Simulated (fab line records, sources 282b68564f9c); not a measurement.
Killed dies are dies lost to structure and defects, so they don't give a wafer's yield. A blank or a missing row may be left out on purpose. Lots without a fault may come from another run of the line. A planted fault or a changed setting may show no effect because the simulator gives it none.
fab line records | flow rit_cmos
record lots=13 wafers=39 last_day=7
route steps=202 shown ACTIVE@2 FOX2@24 PWELL@48 NSD@137 M1@202
lots that met no fault: from a run of the same line without faults
start_h: hours from the record's first day to the start of the lot's first wafer shown | wait_h: hours since the lot's step before | " the same as in the row above | L1.1+2: a row that stands for several wafers | - no value, or no start given | * or withheld: withheld | < > ~ a bound
route shown NAME@n: a module of which the file shows steps, and the number in the route of the first | usual: mean/standard deviation of fault-free wafers | same: alike in all rows | chamber/n: place in a boat | sites: the reading at each site | _std_site: their standard deviation | _edge_site: outer sites' mean less inner sites' | radius_mm: how far each site lies from the wafer's centre | mask NAME#n: copy n | behind: the tool/chamber that last shaped the wafer | hold: why the lot was held/for how many hours/how that ended | device: the transistor (n, p or np) that didn't switch | end of line: the same wafers' tests at the end of the route | a step without rows: its recipe alone | killed: dies lost to structure and defects at the first sort, not the wafer's yield | map: a wafer's dies, x killed, . not, _ none there
set.NAME: the setting as run; set.NAME@STEP: as run at that earlier step | model.NAME: the simulator's own value behind a step, which no gauge read
steps of the route over a sample of lots; a table a step, a row a wafer
services: from which hour (start_h, from the record's first day; less than 0 if before it) a tool's chamber was out of use, for how many hours, and why
## steps
# step RIT_ACTIVE_OXIDATION_01
# recipe temp_c=1000 ambient=O2 target_thk_a=468 ox_time_s=3360
# usual tube_center_temp_C_max=1002.5/0.38 zone_power_load_pct=32.6/2.5
# columns lot.wafer tool chamber start_h wait_h tube_center_temp_C_max zone_power_load_pct
L452.4 furnace-03 0 10.29 0.2 1002.9 31.8
L452.5 " 0 " " 1002.1 32.9
L452.6 " 0 " " 1002.9 32.7
L453.4 furnace-01 0 15.26 0.2 1003.0 35.7
L453.5 " 0 " " 1002.0 36.1
L453.6 " 0 " " 1003.2 36.8
L454.3 furnace-04 0 20.12 0.1 1002.7 30.2
L454.5 " 0 " " 1002.2 29.8
L454.6 " 0 " " 1002.5 30.5
L455.2 furnace-04 0 25.12 0.1 1002.6 30.2
L455.4 " 0 " " 1003.2 29.9
L455.5 " 0 " " 1002.4 29.9
L456.1 furnace-04 0 30.12 0.1 1002.9 30.4
L456.2 " 0 " " 1002.4 29.9
L456.4 " 0 " " 1002.7 30.5
L457.1 furnace-01 0 36.19 1.2 1001.9 35.9
L457.2 " 0 " " 1003.1 35.7
L457.4 " 0 " " 1002.5 35.6
L460.2 furnace-03 0 52.85 2.8 1002.5 32.6
L460.4 " 0 " " 1003.0 32.6
L460.6 " 0 " " 1002.6 32.2
L463.1 furnace-04 0 65.12 0.1 1002.7 29.9
L463.2 " 0 " " 1002.7 30.7
L463.4 " 0 " " 1002.7 30.0
L470.3 furnace-01 0 100.72 0.7 1002.3 35.7
L470.4 " 0 " " 1002.7 35.4
L470.6 " 0 " " 1002.2 35.4
L471.1 furnace-01 0 105.96 0.9 1002.6 36.1
L471.2 " 0 " " 1001.9 35.8
L471.6 " 0 " " 1002.9 35.3
L472.2 furnace-01 0 110.95 0.9 1002.1 36.2
L472.4 " 0 " " 1002.3 35.9
L472.5 " 0 " " 1002.6 35.1
L473.2 furnace-01 0 115.68 0.6 1002.3 36.0
L473.5 " 0 " " 1002.4 35.5
L473.6 " 0 " " 1002.6 36.0
L475.2 furnace-03 0 125.69 0.6 1002.8 32.3
L475.5 " 0 " " 1002.4 32.6
L475.6 " 0 " " 1002.4 32.8
# step RIT_FOX2_THK_MEAS_01
# recipe reads=SiO2_of_FOX2_OXIDATION_00
# usual FOX2_OXIDE_THK=351/6.5
# columns lot.wafer tool chamber start_h wait_h FOX2_OXIDE_THK[nm]
L452.4 film_metro-04 - 20.03 0.0 360
L452.5 " - " " 352
L452.6 " - " " 360
L453.4 film_metro-03 - 25.11 0.0 354
L453.5 " - " " 350
L453.6 " - " " 352
L454.3 film_metro-01 - 29.89 0.0 355
L454.5 " - " " 356
L454.6 " - " " 356
L455.2 film_metro-04 - 34.78 0.0 344
L455.4 " - " " 352
L455.5 " - " " 349
L456.1 film_metro-04 - 40.25 0.0 349
L456.2 " - " " 343
L456.4 " - " " 345
L457.1 film_metro-03 - 45.56 0.0 354
L457.2 " - " " 355
L457.4 " - " " 349
L460.2 film_metro-04 - 63.40 0.0 355
L460.4 " - " " 353
L460.6 " - " " 348
L463.1 film_metro-04 - 77.15 0.0 342
L463.2 " - " " 343
L463.4 " - " " 344
L470.3 film_metro-04 - 110.97 0.0 344
L470.4 " - " " 342
L470.6 " - " " 343
L471.1 film_metro-04 - 115.01 0.0 351
L471.2 " - " " 349
L471.6 " - " " 338
L472.2 film_metro-04 - 119.15 0.0 350
L472.4 " - " " 350
L472.5 " - " " 351
L473.2 film_metro-01 - 125.57 0.0 362
L473.5 " - " " 362
L473.6 " - " " 357
L475.2 film_metro-04 - 134.62 0.0 339
L475.5 " - " " 338
L475.6 " - " " 338
# step RIT_PWELL_STRIP_09
# recipe chemistry=O2 time_s=180 resist=NOVOLAK platen_temp_c=withheld power_w=500 pressure_mtorr=4000 o2_flow_sccm=4000
# usual drypump_motor_current_A=5.4/0.53
# columns lot.wafer tool chamber start_h wait_h drypump_motor_current_A rf_hours_counter_h
L452.4 plasma_asher-03 0 24.29 0.1 5.8 -
L452.5 " 0 " " 5.8 -
L452.6 " 1 " " 5.4 -
L453.4 plasma_asher-04 0 29.30 0.1 4.8 -
L453.5 " 1 " " 5.2 -
L453.6 " 0 " " 4.8 -
L454.3 plasma_asher-04 1 34.16 0.1 5.2 -
L454.5 " 1 " " 5.2 -
L454.6 " 0 " " 4.8 -
L455.2 plasma_asher-04 1 38.94 0.1 5.2 46
L455.4 " 0 " " 4.8 -
L455.5 " 0 " " 4.8 -
L456.1 plasma_asher-04 0 44.25 0.1 4.8 47
L456.2 " 1 " " 5.2 47
L456.4 " 0 " " 4.8 -
L457.1 plasma_asher-03 1 49.84 0.1 5.4 46
L457.2 " 0 " " 5.8 46
L457.4 " 1 " " 5.5 -
L460.2 plasma_asher-02 0 67.38 0.1 6.4 23
L460.4 " 0 " " 6.5 -
L460.6 " 1 " " 4.9 -
L463.1 plasma_asher-04 1 81.14 0.1 5.1 51
L463.2 " 0 " " 4.8 51
L463.4 " 1 " " 5.1 -
L470.3 plasma_asher-03 1 114.93 0.1 5.4 -
L470.4 " 0 " " 5.8 -
L470.6 " 1 " " 5.4 -
L471.1 plasma_asher-03 1 119.01 0.1 5.4 53
L471.2 " 0 " " 5.8 53
L471.6 " 0 " " 5.8 -
L472.2 plasma_asher-03 1 123.52 0.1 5.5 53
L472.4 " 1 " " 5.4 -
L472.5 " 1 " " 5.4 -
L473.2 plasma_asher-03 0 129.48 0.1 5.8 54
L473.5 " 0 " " 5.8 -
L473.6 " 1 " " 5.5 -
L475.2 plasma_asher-03 0 138.58 0.1 5.8 55
L475.5 " 0 " " 5.8 -
L475.6 " 1 " " 5.4 -
# step RIT_NSD_OVL_MEAS_06
# usual NSD_OVL=0.2/1.3
# columns lot.wafer tool chamber start_h wait_h NSD_OVL[nm]
L452.4 overlay-01 - 53.25 - 2.1
L452.5 " - " " 2.1
L452.6 " - " " 3.1
L453.4 overlay-01 - 59.13 - -0.3
L453.5 " - " " 1.5
L453.6 " - " " 0.4
L454.3 overlay-01 - 62.37 - 0.5
L454.5 " - " " 0.8
L454.6 " - " " -0.5
L455.2 overlay-01 - 68.74 - 1.1
L455.4 " - " " 3.5
L455.5 " - " " 1.7
L456.1 overlay-01 - 73.44 - -2.1
L456.2 " - " " -2.1
L456.4 " - " " 1.0
L457.1 overlay-01 - 78.09 - -1.3
L457.2 " - " " 1.3
L457.4 " - " " 0.5
L460.2 overlay-02 - 95.15 - -1.1
L460.4 " - " " 0.0
L460.6 " - " " 1.0
L463.1 overlay-02 - 107.87 - -2.9
L463.2 " - " " -0.5
L463.4 " - " " -1.4
L470.3 overlay-01 - 143.07 - -0.4
L470.4 " - " " -0.1
L470.6 " - " " -2.0
L471.1 overlay-01 - 145.05 - -0.9
L471.2 " - " " 0.5
L471.6 " - " " 0.4
L472.2 overlay-02 - 148.77 - -0.1
L472.4 " - " " -0.7
L472.5 " - " " 2.1
L473.2 overlay-01 - 156.06 - -0.2
L473.5 " - " " -0.4
L473.6 " - " " -1.6
L475.2 overlay-01 - 167.14 - 0.7
L475.5 " - " " 0.9
L475.6 " - " " 0.8
# step RIT_M1_PROBE_99
# usual killed_at_contacts=0.0/0.22 killed_at_front_end=6.6/3 killed_dies=6.6/3 killed_open=3.4/2 killed_short=3.2/2
# same gross_dies=264 killed_at_M0_to_M3=0 killed_at_M4_up=0 killed_at_back_side=0 killed_at_other=0
# columns lot.wafer tool chamber start_h wait_h hold killed_at_contacts killed_at_front_end killed_dies killed_open killed_short
L452.4 prober-01 - 63.58 0.2 - 0 5 5 3 2
L452.5 prober-01 - 63.63 0.2 - 0 8 8 6 2
L452.6 prober-01 - 63.68 0.2 - 0 12 12 6 6
L453.4 prober-02 - 69.37 0.2 - 1 8 9 3 6
L453.5 prober-02 - 69.42 0.2 - 0 7 7 4 3
L453.6 prober-02 - 69.47 0.2 - 0 8 8 3 5
L454.3 prober-01 - 72.52 0.2 - 0 9 9 5 4
L454.5 prober-01 - 72.62 0.2 - 0 8 8 5 3
L454.6 prober-01 - 72.67 0.2 - 0 5 5 1 4
L455.2 prober-02 - 78.75 0.1 - 0 13 13 7 6
L455.4 prober-02 - 78.85 0.2 - 0 7 7 4 3
L455.5 prober-02 - 78.90 0.2 - 0 4 4 4 0
L456.1 prober-01 - 83.20 0.1 - 0 4 4 2 2
L456.2 prober-01 - 83.25 0.1 - 0 9 9 5 4
L456.4 prober-01 - 83.35 0.2 - 0 5 5 3 2
L457.1 prober-02 - 88.04 0.1 - 0 10 10 3 7
L457.2 prober-02 - 88.09 0.1 - 0 5 5 2 3
L457.4 prober-02 - 88.19 0.2 - 0 12 12 8 4
L460.2 prober-01 - 105.42 0.1 - 0 6 6 4 2
L460.4 prober-01 - 105.52 0.2 - 0 6 6 1 5
L460.6 prober-01 - 105.62 0.2 - 0 4 4 1 3
L463.1 prober-02 - 117.71 0.1 await_dispo/2.4h/release 0 9 9 2 3
L463.2 prober-02 - 117.76 0.1 await_dispo/2.4h/release 0 16 16 2 5
L463.4 prober-02 - 117.86 0.2 await_dispo/2.4h/release 0 19 19 4 5
L470.3 prober-02 - 152.93 0.2 - 0 6 6 3 3
L470.4 prober-02 - 152.98 0.2 - 1 2 3 3 0
L470.6 prober-02 - 153.08 0.2 - 0 7 7 5 2
L471.1 prober-01 - 154.95 0.1 - 0 8 8 3 5
L471.2 prober-01 - 155.00 0.1 - 1 4 5 1 4
L471.6 prober-01 - 155.20 0.2 - 1 3 4 2 2
L472.2 prober-02 - 158.69 0.1 - 0 12 12 6 6
L472.4 prober-02 - 158.79 0.2 - 0 2 2 1 1
L472.5 prober-02 - 158.84 0.2 - 1 8 9 9 0
L473.2 prober-01 - 165.85 0.1 - 0 4 4 2 2
L473.5 prober-01 - 166.00 0.2 - 0 4 4 2 2
L473.6 prober-01 - 166.05 0.2 - 0 4 4 1 3
L475.2 prober-01 - 177.33 0.1 - 0 7 7 4 3
L475.5 prober-01 - 177.48 0.2 - 0 9 9 7 2
L475.6 prober-01 - 177.53 0.2 - 0 6 6 4 2
# killed by level:class
L452.4 GATE:geometric_particle:open=2 REOX:geometric_particle:short=2 REOX:geometric_particle:open=1
L452.5 REOX:geometric_particle:open=3 FOX1:geometric_particle:short=2 FOX1:geometric_particle:open=1 FOX2:geometric_particle:open=1 GATE:geometric_particle:open=1
L452.6 GATE:geometric_particle:short=4 FOX1:geometric_particle:short=2 GATE:geometric_particle:open=2 SILICIDE:geometric_particle:open=2 FOX1:geometric_particle:open=1 FOX2:geometric_particle:open=1
L453.4 GATE:geometric_particle:short=4 FOX1:geometric_particle:open=1 FOX2:geometric_particle:open=1 REOX:geometric_particle:open=1 SPACER:geometric_particle:short=1 CONTACT:geometric_particle:short=1
L453.5 FOX2:geometric_particle:open=2 SPACER:geometric_particle:short=2 GATE:geometric_particle:open=1 GATE:geometric_particle:short=1 REOX:geometric_particle:open=1
L453.6 GATE:geometric_particle:short=3 GATE:geometric_particle:open=2 FOX1:geometric_particle:short=1 REOX:geometric_particle:short=1 SILICIDE:geometric_particle:open=1
L454.3 GATE:geometric_particle:short=3 GATE:geometric_particle:open=3 REOX:geometric_particle:open=1 SPACER:geometric_particle:open=1 SILICIDE:geometric_particle:short=1
L454.5 GATE:geometric_particle:open=3 GATE:geometric_particle:short=1 REOX:geometric_particle:open=1 SPACER:geometric_particle:short=1 SPACER:geometric_particle:open=1 SILICIDE:geometric_particle:short=1
L454.6 REOX:geometric_particle:short=2 GATE:geometric_particle:short=1 GATE:geometric_particle:open=1 SPACER:geometric_particle:short=1
L455.2 FOX1:geometric_particle:short=3 GATE:geometric_particle:open=3 FOX1:geometric_particle:open=1 FOX2:geometric_particle:open=1 FOX2:geometric_particle:short=1 REOX:geometric_particle:short=1 REOX:geometric_particle:open=1 SPACER:geometric_particle:open=1
L455.4 REOX:geometric_particle:open=2 FOX1:geometric_particle:open=1 GATE:geometric_particle:short=1 GATE:geometric_particle:open=1 REOX:geometric_particle:short=1 SPACER:geometric_particle:short=1
L455.5 GATE:geometric_particle:open=3 FOX1:geometric_particle:open=1
L456.1 GATE:geometric_particle:open=2 FOX1:geometric_particle:short=1 FOX2:geometric_particle:short=1
L456.2 GATE:geometric_particle:open=3 GATE:geometric_particle:short=2 SPACER:geometric_particle:open=2 FOX2:geometric_particle:short=1 REOX:geometric_particle:short=1
L456.4 GATE:geometric_particle:open=2 FOX2:geometric_particle:open=1 GATE:geometric_particle:short=1 REOX:geometric_particle:short=1
L457.1 GATE:geometric_particle:short=4 GATE:geometric_particle:open=2 FOX1:geometric_particle:open=1 FOX2:geometric_particle:short=1 SPACER:geometric_particle:short=1 SILICIDE:geometric_particle:short=1
L457.2 GATE:geometric_particle:short=2 FOX1:geometric_particle:short=1 GATE:geometric_particle:open=1 SILICIDE:geometric_particle:open=1
L457.4 REOX:geometric_particle:open=3 FOX1:geometric_particle:open=2 FOX1:geometric_particle:short=2 GATE:geometric_particle:short=1 GATE:geometric_particle:open=1 SPACER:geometric_particle:open=1 SPACER:geometric_particle:short=1 SILICIDE:geometric_particle:open=1
L460.2 GATE:geometric_particle:open=3 REOX:geometric_particle:short=1 SPACER:geometric_particle:short=1 SILICIDE:geometric_particle:open=1
L460.4 GATE:geometric_particle:short=4 FOX2:geometric_particle:open=1 REOX:geometric_particle:short=1
L460.6 SILICIDE:geometric_particle:short=2 FOX1:geometric_particle:open=1 GATE:geometric_particle:short=1
L463.1 ACTIVE:unspecified=4 FOX2:geometric_particle:open=1 GATE:geometric_particle:short=1 SPACER:geometric_particle:short=1 SILICIDE:geometric_particle:open=1 SILICIDE:geometric_particle:short=1
L463.2 ACTIVE:unspecified=9 GATE:geometric_particle:short=2 SPACER:geometric_particle:short=2 FOX2:geometric_particle:open=1 SPACER:geometric_particle:open=1 SILICIDE:geometric_particle:short=1
L463.4 ACTIVE:unspecified=10 GATE:geometric_particle:open=4 GATE:geometric_particle:short=2 SILICIDE:geometric_particle:short=2 REOX:geometric_particle:short=1
L470.3 GATE:geometric_particle:short=2 SPACER:geometric_particle:open=1 GATE:geometric_particle:open=1 SPACER:geometric_particle:short=1 SILICIDE:geometric_particle:open=1
L470.4 REOX:geometric_particle:open=1 SILICIDE:geometric_particle:open=1 CONTACT:geometric_particle:open=1
L470.6 GATE:geometric_particle:open=2 REOX:geometric_particle:open=2 REOX:geometric_particle:short=2 SPACER:geometric_particle:open=1
L471.1 GATE:geometric_particle:short=3 FOX1:geometric_particle:open=2 FOX1:geometric_particle:short=1 FOX2:geometric_particle:short=1 GATE:geometric_particle:open=1
L471.2 SPACER:geometric_particle:short=2 REOX:geometric_particle:open=1 SILICIDE:geometric_particle:short=1 CONTACT:geometric_particle:short=1
L471.6 GATE:geometric_particle:open=2 GATE:geometric_particle:short=1 CONTACT:geometric_particle:short=1
L472.2 FOX1:geometric_particle:open=2 FOX2:geometric_particle:short=2 GATE:geometric_particle:open=1 GATE:geometric_particle:short=1 REOX:geometric_particle:open=1 REOX:geometric_particle:short=1 SPACER:geometric_particle:open=1 SPACER:geometric_particle:short=1
L472.4 FOX1:geometric_particle:open=1 REOX:geometric_particle:short=1
L472.5 GATE:geometric_particle:open=6 FOX1:geometric_particle:open=1 REOX:geometric_particle:open=1 CONTACT:geometric_particle:open=1
L473.2 FOX2:geometric_particle:short=1 GATE:geometric_particle:open=1 SILICIDE:geometric_particle:short=1 SILICIDE:geometric_particle:open=1
L473.5 FOX1:geometric_particle:open=1 FOX2:geometric_particle:short=1 GATE:geometric_particle:open=1 SPACER:geometric_particle:short=1
L473.6 GATE:geometric_particle:short=2 FOX2:geometric_particle:short=1 FOX2:geometric_particle:open=1
L475.2 FOX2:geometric_particle:short=2 GATE:geometric_particle:open=2 SILICIDE:geometric_particle:open=2 SILICIDE:geometric_particle:short=1
L475.5 SILICIDE:geometric_particle:open=3 GATE:geometric_particle:open=2 ACTIVE:geometric_particle:open=1 FOX1:geometric_particle:open=1 FOX2:geometric_particle:short=1 SILICIDE:geometric_particle:short=1
L475.6 SPACER:geometric_particle:short=2 SPACER:geometric_particle:open=2 SILICIDE:geometric_particle:open=2
## services
# columns tool chamber start_h hours kind
furnace-01 - 25.08 3.3 pm
plasma_asher-03 - 27.69 0.9 repair
furnace-04 - 40.93 3.0 pm
furnace-01 - 56.75 3.3 pm
## key
first_sign step=RIT_M1_PROBE_99 reading=killed_at_front_end direction=up sigmas=2.7 usual=6.6 struck=14.7 wafers_moved=2
effect step=RIT_M1_PROBE_99 reading=killed_dies direction=up sigmas=2.7 usual=6.6 struck=14.7 wafers_moved=2
met_at RIT_ACTIVE_OXIDATION_01
struck_lots L463
struck_wafers L463.1,L463.2,L463.4
tester_left_out L463
not_acting_at RIT_FOX2_THK_MEAS_01,RIT_PWELL_STRIP_09,RIT_NSD_OVL_MEAS_06
onset_between 30.12 65.12
fault kind=chamber_particle_source tool=furnace-04 chamber=0 onset_h=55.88 steps=RIT_ACTIVE_OXIDATION_01 rate_per_visit_cm2=0.057899 end_h=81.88
# tester_left_out: of these lots the tester's yield and bins aren't shown, on N5 and GAA mostly nor the transistor test; their killed dies are dies lost to structure and defects alone, not to doping, threshold or leakage, so they don't give the yield
